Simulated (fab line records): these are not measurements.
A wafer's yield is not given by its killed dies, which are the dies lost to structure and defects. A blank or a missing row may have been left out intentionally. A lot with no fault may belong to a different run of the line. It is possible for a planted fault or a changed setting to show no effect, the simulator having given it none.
Which of the tools did it? + flow rit_cmos + 14 lots, 42 wafers sampled, at 5 steps of a route of 202

## WHAT EACH GAUGE READ, for each wafer
RIT_PRETRO_TW_MEAS_10.
| lot  | measured    | on            | PRETRO_TW               |
|------|-------------|---------------|-------------------------|
| L571 | day 2 12:22 | film_metro-02 | 473 476 475             |
| L572 | day 2 18:02 | film_metro-03 | 466 466 467             |
| L573 | day 2 23:11 | film_metro-04 | 476 476 474             |
| L574 | day 3 06:20 | film_metro-04 | 474 474 473             |
| L575 | day 3 08:25 | film_metro-03 | 469 468 467             |
| L576 | day 3 14:46 | film_metro-02 | 477 476 474             |
| L577 | day 3 18:43 | film_metro-02 | 476 474 473             |
| L579 | day 4 07:15 | film_metro-03 | 465 464 467             |
| L580 | day 4 09:55 | film_metro-02 | 477 477 477             |
| L581 | day 4 14:37 | film_metro-04 | 475 476 475             |
| L586 | day 5 18:14 | film_metro-04 | 440 442 440 441 442 441 |
| L589 | day 6 10:11 | film_metro-03 | 430 430 427 431 432 429 |
| L591 | day 7 00:03 | film_metro-03 | 468 468 467             |
| L593 | day 7 12:51 | film_metro-03 | 467 467 466             |

RIT_NLDD_TW_MEAS_10.
| lot  | measured    | on            | NLDD_TW        |
|------|-------------|---------------|----------------|
| L571 | day 2 23:43 | film_metro-04 | 2471 2473 2461 |
| L572 | day 3 05:01 | film_metro-02 | 2491 2482 2498 |
| L573 | day 3 09:14 | film_metro-01 | 2489 2483 2472 |
| L574 | day 3 16:46 | film_metro-01 | 2480 2476 2500 |
| L575 | day 3 20:02 | film_metro-01 | 2489 2486 2489 |
| L576 | day 4 00:34 | film_metro-01 | 2492 2499 2498 |
| L577 | day 4 04:29 | film_metro-02 | 2488 2484 2501 |
| L579 | day 4 17:07 | film_metro-02 | 2501 2484 2494 |
| L580 | day 4 20:37 | film_metro-01 | 2486 2485 2501 |
| L581 | day 5 01:05 | film_metro-02 | 2477 2484 2486 |
| L586 | day 6 08:02 | film_metro-02 | 2487 2476 2477 |
| L589 | day 7 08:35 | film_metro-04 | 2479 2510 2494 |
| L591 | day 7 13:28 | film_metro-01 | 2489 2487 2474 |
| L593 | day 8 02:50 | film_metro-04 | 2484 2480 2491 |

RIT_CONTACT_OVL_MEAS_09.
| lot  | measured    | on         | CONTACT_OVL (nm) |
|------|-------------|------------|------------------|
| L571 | day 3 10:46 | overlay-01 | 0.2 2.3 1.5      |
| L572 | day 3 17:44 | overlay-01 | -0.1 -1.0 -2.7   |
| L573 | day 3 19:26 | overlay-02 | 2.4 0.5 0.9      |
| L574 | day 4 02:52 | overlay-02 | 0.9 2.2 3.6      |
| L575 | day 4 05:50 | overlay-01 | 0.9 1.1 -1.1     |
| L576 | day 4 10:44 | overlay-02 | -2.3 -2.3 -1.5   |
| L577 | day 4 14:23 | overlay-01 | 0.1 -0.8 -0.8    |
| L579 | day 5 03:46 | overlay-01 | 0.2 0.0 1.5      |
| L580 | day 5 07:11 | overlay-02 | 0.3 -0.8 0.3     |
| L581 | day 5 11:02 | overlay-02 | -0.5 0.2 -0.1    |
| L586 | day 6 19:23 | overlay-01 | -0.7 -0.5 -1.0   |
| L589 | day 7 18:54 | overlay-01 | -1.6 -0.3 -1.1   |
| L591 | day 7 23:34 | overlay-01 | 2.6 1.5 1.6      |
| L593 | day 8 13:37 | overlay-01 | 1.3 -0.8 1.1     |

## WHICH TOOL RAN EACH LOT (tool, then ch and the chambers of the sampled wafers, then the start)
| lot  | RIT_ACTIVE_STRIP_14                 | RIT_PRETRO_IMPLANT_08          |
|------|-------------------------------------|--------------------------------|
| L571 | plasma_asher-02 ch 0,1, day 1 19:50 | implanter-03 ch 0, day 2 12:03 |
| L572 | plasma_asher-02 ch 0,1, day 2 01:04 | implanter-03 ch 0, day 2 17:43 |
| L573 | plasma_asher-02 ch 0,1, day 2 06:02 | implanter-04 ch 0, day 2 22:53 |
| L574 | plasma_asher-01 ch 0,1, day 2 12:35 | implanter-01 ch 0, day 3 06:01 |
| L575 | plasma_asher-02 ch 0,1, day 2 15:50 | implanter-04 ch 0, day 3 08:06 |
| L576 | plasma_asher-02 ch 0,1, day 2 20:58 | implanter-03 ch 0, day 3 14:26 |
| L577 | plasma_asher-03 ch 0,1, day 3 01:58 | implanter-03 ch 0, day 3 18:24 |
| L579 | plasma_asher-03 ch 0,1, day 3 13:32 | implanter-03 ch 0, day 4 06:56 |
| L580 | plasma_asher-01 ch 0,1, day 3 16:50 | implanter-03 ch 0, day 4 09:35 |
| L581 | plasma_asher-02 ch 0,1, day 3 21:58 | implanter-04 ch 0, day 4 14:17 |
| L586 | plasma_asher-02 ch 0,1, day 5 00:02 | implanter-04 ch 0, day 5 17:55 |
| L589 | plasma_asher-01 ch 0,1, day 5 14:56 | implanter-04 ch 0, day 6 09:52 |
| L591 | plasma_asher-01 ch 0,1, day 6 00:50 | implanter-03 ch 0, day 6 23:44 |
| L593 | plasma_asher-03 ch 0,1, day 6 15:08 | implanter-03 ch 0, day 7 12:32 |
- RIT_ACTIVE_STRIP_14: strips in O2, time 180 s.
- RIT_PRETRO_IMPLANT_08

## AS READ BY THE TOOLS THEMSELVES (means over the sampled wafers that have a number; for cases with no such wafer, the mark the record gives instead)
RIT_ACTIVE_STRIP_14.
| lot  | tool            | drypump_motor_current_A (A) |
|------|-----------------|-----------------------------|
| L571 | plasma_asher-02 | 6.0                         |
| L572 | plasma_asher-02 | 6.0                         |
| L573 | plasma_asher-02 | 5.7                         |
| L574 | plasma_asher-01 | 6.3                         |
| L575 | plasma_asher-02 | 5.7                         |
| L576 | plasma_asher-02 | 5.7                         |
| L577 | plasma_asher-03 | 6.1                         |
| L579 | plasma_asher-03 | 5.7                         |
| L580 | plasma_asher-01 | 6.2                         |
| L581 | plasma_asher-02 | 6.0                         |
| L586 | plasma_asher-02 | 5.7                         |
| L589 | plasma_asher-01 | 6.3                         |
| L591 | plasma_asher-01 | 6.2                         |
| L593 | plasma_asher-03 | 5.7                         |

RIT_PRETRO_IMPLANT_08.
| lot  | tool         | beam_energy_keV | beam_on_s (s) |
|------|--------------|-----------------|---------------|
| L571 | implanter-03 | 45.017          | 9.88          |
| L572 | implanter-03 | 45.007          | 10.09         |
| L573 | implanter-04 | 44.996          | 10.04         |
| L574 | implanter-01 | 45.017          | 9.91          |
| L575 | implanter-04 | 44.981          | 9.94          |
| L576 | implanter-03 | 45.002          | 10.08         |
| L577 | implanter-03 | 44.991          | 9.94          |
| L579 | implanter-03 | 45.005          | 10.06         |
| L580 | implanter-03 | 45.005          | 9.86          |
| L581 | implanter-04 | 45.005          | 10.07         |
| L586 | implanter-04 | 29.234          | 9.96          |
| L589 | implanter-04 | 29.252          | 10.23         |
| L591 | implanter-03 | 45.003          | 9.93          |
| L593 | implanter-03 | 44.998          | 10.05         |

## THE ANSWER, worked out from the rows above alone
Rule: the lots themselves supply what counts as usual. The widest of any qualifying gaps counts: lots, ordered by their means at a reading, are off when they make up no more than a third of the lots, leave a main group of 4 or more, and stand apart from it by 3 or more times the standard deviation of that group's means. Not used: any main group whose means are identical at the precision the tables above print for the reading. A lot without any number at a reading at which 4 lots or more have one is off too. All remaining lots with rows at the step are treated as sound. First the gauges in route order, then the tools' own readings, where a lot's mean is used as printed above. The first step at which some lot is off is used, and at that step the reading that is off furthest; a lot without a number counts as furthest.
Off: L586, L589, seen at RIT_PRETRO_TW_MEAS_10 (PRETRO_TW). Main group: mean 472, sd 4.2.
A tool fits if, at a process step before that reading, it ran every lot that is off, and no sound lot after the first of them. The gauges at RIT_PRETRO_TW_MEAS_10 aren't tried: what is off there is off at RIT_PRETRO_IMPLANT_08 too, on other tools, and a gauge's error can't cause that. One fits: implanter-04 at RIT_PRETRO_IMPLANT_08. Its last sound lot is L581 (day 4 14:17), its first lot that is off L586 (day 5 17:55): a fault that began between those two fits.
On the lots that are off, the tool's own readings at RIT_PRETRO_IMPLANT_08 differ by more than 5 times the standard deviation of the sound lots' means, which bears it out; beam_energy_keV reads 29.243 there versus 45.002 on the sound lots.

## WHAT HAD BEEN PUT IN BY THE SIMULATOR
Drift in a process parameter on implanter-04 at RIT_PRETRO_IMPLANT_08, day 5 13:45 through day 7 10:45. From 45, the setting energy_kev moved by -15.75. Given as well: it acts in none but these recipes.
Lots struck among those shown: L586, L589. The rule above reached the same finding.
